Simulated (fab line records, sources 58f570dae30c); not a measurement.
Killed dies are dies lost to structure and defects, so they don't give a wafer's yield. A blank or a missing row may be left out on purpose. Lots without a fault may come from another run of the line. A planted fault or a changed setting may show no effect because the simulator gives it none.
Which tool did it? | flow berkeley_cmos170 | 14 lots, 42 wafers sampled, at 6 steps of a route of 331

WHAT THE GAUGES READ, wafer by wafer
UCB170_SCREENOX_THK_MEAS_02.
lot  | measured     | on            | SCREENOX_OXIDE_THK (nm)
L755 | day 5 16:31  | film_metro-01 | 14.4 14.4 14.3
L754 | day 5 16:32  | film_metro-03 | 14.1 14.2 14.2
L757 | day 6 02:47  | film_metro-01 | 14.5 14.2 14.4
L756 | day 6 02:47  | film_metro-03 | 14.3 14.3 14.3
L759 | day 6 19:33  | film_metro-01 | 15.0 15.1 14.7
L762 | day 7 08:15  | film_metro-02 | 14.5 14.7 14.6
L763 | day 7 08:15  | film_metro-01 | 14.7 14.3 14.2
L765 | day 8 15:40  | film_metro-01 | 14.3 14.6 14.2
L764 | day 8 15:43  | film_metro-01 | 14.8 14.7 14.8
L768 | day 9 11:02  | film_metro-01 | 13.8 14.1 13.9
L772 | day 9 20:21  | film_metro-01 | 14.7 14.6 14.7
L773 | day 10 11:39 | film_metro-01 | 13.8 13.9 13.6
L775 | day 11 01:57 | film_metro-01 | 14.1 14.0 14.1
L776 | day 11 01:59 | film_metro-03 | 14.2 14.3 14.3

UCB170_NLDD_OVL_MEAS_07.
lot  | measured     | on         | NLDD_OVL (nm)
L755 | day 7 01:00  | overlay-02 | 4 3 3
L754 | day 7 01:14  | overlay-02 | -4 1 -3
L757 | day 7 06:43  | overlay-02 | -6 -8 -11
L756 | day 7 00:58  | overlay-01 | 1 -1 -1
L759 | day 8 03:22  | overlay-01 | 5 1 4
L762 | day 8 11:14  | overlay-02 | -1 -7 -8
L763 | day 8 11:30  | overlay-02 | -3 -6 -7
L765 | day 10 03:20 | overlay-01 | -11 -7 -3
L764 | day 10 02:37 | overlay-02 | 3 1 0
L768 | day 10 16:12 | overlay-02 | 1 -2 -1
L772 | day 11 02:14 | overlay-01 | 1 6 -3
L773 | day 11 16:47 | overlay-02 | -8 -6 2
L775 | day 12 06:51 | overlay-01 | -2 -7 -5
L776 | day 12 06:39 | overlay-01 | -8 -3 -6

UCB170_SPACER_THK_MEAS_01.
lot  | measured     | on            | SPACER_TEOS_THK (nm)
L755 | day 7 03:11  | film_metro-02 | 386 383 383
L754 | day 7 03:10  | film_metro-01 | 372 374 381
L757 | day 7 07:26  | film_metro-01 | 369 371 377
L756 | day 7 03:07  | film_metro-04 | 362 370 370
L759 | day 8 04:06  | film_metro-02 | 374 380 384
L762 | day 8 11:57  | film_metro-04 | 373 386 385
L763 | day 8 12:13  | film_metro-04 | 365 366 375
L765 | day 10 04:16 | film_metro-01 | 386 474 383
L764 | day 10 03:32 | film_metro-01 | 362 372 374
L768 | day 10 16:56 | film_metro-04 | 376 461 380
L772 | day 11 02:58 | film_metro-04 | 372 381 379
L773 | day 11 17:31 | film_metro-04 | 371 370 377
L775 | day 12 07:34 | film_metro-04 | 371 370 377
L776 | day 12 07:23 | film_metro-02 | 383 380 377

UCB170_NSD_CD_MEAS_06: target cd 1200 nm.
lot  | measured     | on        | cd_nm (nm)
L755 | day 7 11:26  | cd_sem-01 | 1200.8 1199.7 1201.4
L754 | day 7 11:06  | cd_sem-01 | 1197.6 1198.7 1198.5
L757 | day 7 19:29  | cd_sem-01 | 1201.9 1202.8 1201.9
L756 | day 7 11:05  | cd_sem-02 | 1199.3 1200.0 1199.2
L759 | day 8 13:25  | cd_sem-01 | 1201.9 1200.9 1201.0
L762 | day 9 03:29  | cd_sem-01 | 1199.1 1198.5 1199.2
L763 | day 9 03:46  | cd_sem-01 | 1199.4 1197.5 1198.2
L765 | day 10 11:29 | cd_sem-01 | 1198.5 1199.7
L764 | day 10 11:42 | cd_sem-02 | 1199.0 1199.6 1198.3
L768 | day 11 02:40 | cd_sem-01 | 1199.3 1200.2
L772 | day 11 14:36 | cd_sem-02 | 1199.3 1200.6 1200.0
L773 | day 12 01:08 | cd_sem-02 | 1199.5 1198.5 1199.0
L775 | day 12 21:58 | cd_sem-01 | 1199.9 1200.3 1199.6
L776 | day 12 21:50 | cd_sem-02 | 1199.7 1202.0 1202.2

WHICH TOOL RAN EACH LOT (tool, then ch and the chambers of the sampled wafers, then the start)
lot  | UCB170_SPACER_CVD_00            | UCB170_SPACER_ETCHBACK_03
L755 | pecvd-01 ch 0,1,2, day 7 03:08  | rie_diel-02 ch 1,2,3, day 7 07:33
L754 | pecvd-04 ch 1,2, day 7 03:07    | rie_diel-02 ch 1,2,3, day 7 07:28
L757 | pecvd-02 ch 0,1,2, day 7 07:23  | rie_diel-04 ch 1,2,3, day 7 13:55
L756 | pecvd-04 ch 0,1,2, day 7 03:04  | rie_diel-01 ch 0,2, day 7 07:28
L759 | pecvd-01 ch 0,1, day 8 04:04    | rie_diel-02 ch 0,2, day 8 10:26
L762 | pecvd-01 ch 0,1, day 8 11:53    | rie_diel-04 ch 0,2, day 8 21:38
L763 | pecvd-02 ch 0,1, day 8 12:10    | rie_diel-02 ch 1,2, day 8 21:38
L765 | pecvd-01 ch 0,1,2, day 10 04:13 | rie_diel-04 ch 0,1, day 10 08:29
L764 | pecvd-04 ch 0,1,2, day 10 03:29 | rie_diel-01 ch 0,2, day 10 08:29
L768 | pecvd-01 ch 0,1, day 10 16:53   | rie_diel-02 ch 1,2, day 10 22:56
L772 | pecvd-02 ch 0,1, day 11 02:55   | rie_diel-02 ch 0,1,2, day 11 10:07
L773 | pecvd-02 ch 0,2, day 11 17:28   | rie_diel-01 ch 0,1,3, day 11 21:54
L775 | pecvd-04 ch 0,1, day 12 07:31   | rie_diel-02 ch 0,1,2, day 12 15:23
L776 | pecvd-02 ch 0,1,2, day 12 07:20 | rie_diel-04 ch 1,2,3, day 12 15:23
- UCB170_SPACER_CVD_00: deposits SiO2 from TEOS/O2, target thk 376 nm, time 47 s.
- UCB170_SPACER_ETCHBACK_03: etches SiO2 in CHF3/CF4/Ar, stops on Si, target depth 376 nm, time 100 s.

WHAT THE TOOLS THEMSELVES READ (means of the sampled wafers that have a number; where no wafer has one, the mark that the record gives instead)
UCB170_SPACER_CVD_00.
lot  | tool     | heater_power_w (W) | run_length_s (s)
L755 | pecvd-01 | 318                | 75.4
L754 | pecvd-04 | 231                | 75.2
L757 | pecvd-02 | 265                | 75.4
L756 | pecvd-04 | 267                | 75.1
L759 | pecvd-01 | 284                | 75.0
L762 | pecvd-01 | 280                | 74.9
L763 | pecvd-02 | 265                | 75.6
L765 | pecvd-01 | 284                | 78.9
L764 | pecvd-04 | 264                | 75.1
L768 | pecvd-01 | 278                | 78.9
L772 | pecvd-02 | 340                | 75.7
L773 | pecvd-02 | 274                | 75.1
L775 | pecvd-04 | 285                | 75.1
L776 | pecvd-02 | 257                | 75.4

UCB170_SPACER_ETCHBACK_03.
lot  | tool        | drypump_motor_current_A (A) | mfc_ar_sccm (sccm) | oes_product_au (a.u.) | throttle_valve_pct (%)
L755 | rie_diel-02 | 5.6                         | 120.1              | 0.914                 | 6.47
L754 | rie_diel-02 | 5.6                         | 120.3              | 0.902                 | 6.48
L757 | rie_diel-04 | 6.1                         | 120.1              | 0.891                 | 6.40
L756 | rie_diel-01 | 5.9                         | 120.2              | 0.897                 | 6.40
L759 | rie_diel-02 | 5.3                         | 119.7              | 0.921                 | 6.36
L762 | rie_diel-04 | 6.1                         | 120.1              | 0.913                 | 6.55
L763 | rie_diel-02 | 5.7                         | 119.9              | 0.883                 | 6.51
L765 | rie_diel-04 | 6.3                         | 120.0              | 0.943                 | 6.39
L764 | rie_diel-01 | 6.0                         | 120.0              | 0.905                 | 6.46
L768 | rie_diel-02 | 5.7                         | 119.9              | 0.928                 | 6.52
L772 | rie_diel-02 | 5.6                         | 120.1              | 0.904                 | 6.45
L773 | rie_diel-01 | 5.7                         | 119.8              | 0.892                 | 6.57
L775 | rie_diel-02 | 5.6                         | 120.0              | 0.898                 | 6.44
L776 | rie_diel-04 | 6.1                         | 120.0              | 0.902                 | 6.40

THE ANSWER, worked out from the rows above alone
Rule: what is usual is taken from the lots themselves. Put in order of their means at a reading, lots are off if they are a third of the lots or fewer, leave a main group of 4 or more, and stand apart from it by a gap of 3 or more times the standard deviation of the main group's means; of several such gaps the widest counts. A main group whose means are all the same, to the digits that the tables above print for the reading, isn't used. A lot without any number at a reading at which 4 lots or more have one is off too. The other lots that the step has rows for count as sound. The gauges are gone through in route order, then the tools' own readings, and for those a lot's mean is taken as printed above. The first step at which some lot is off is used, and at that step the reading that is off furthest; a lot without a number counts as furthest.
Off: L765, L768, at UCB170_SPACER_THK_MEAS_01 (SPACER_TEOS_THK). The main group: mean 375 nm, standard deviation 5.2.
A tool fits if, at a process step before that reading, it ran every lot that is off, and no sound lot after the first of them. The gauges at UCB170_SPACER_THK_MEAS_01 aren't tried: what is off there is off at UCB170_SPACER_CVD_00 too, on other tools, and a gauge's error can't cause that. One fits: pecvd-01 at UCB170_SPACER_CVD_00. Its last sound lot is L762 (day 8 11:53), its first lot that is off L765 (day 10 04:13): a fault that began between those two fits.
The tool's own readings at UCB170_SPACER_CVD_00 bear it out: on the lots that are off they differ by more than 5 times the standard deviation of the sound lots' means. run_length_s reads 78.9 s there against 75.2 s on the sound lots.

WHAT THE SIMULATOR HAD PUT IN
Process parameter drift: pecvd-01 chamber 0, from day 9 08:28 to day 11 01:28, at UCB170_SPACER_CVD_00. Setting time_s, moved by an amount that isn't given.
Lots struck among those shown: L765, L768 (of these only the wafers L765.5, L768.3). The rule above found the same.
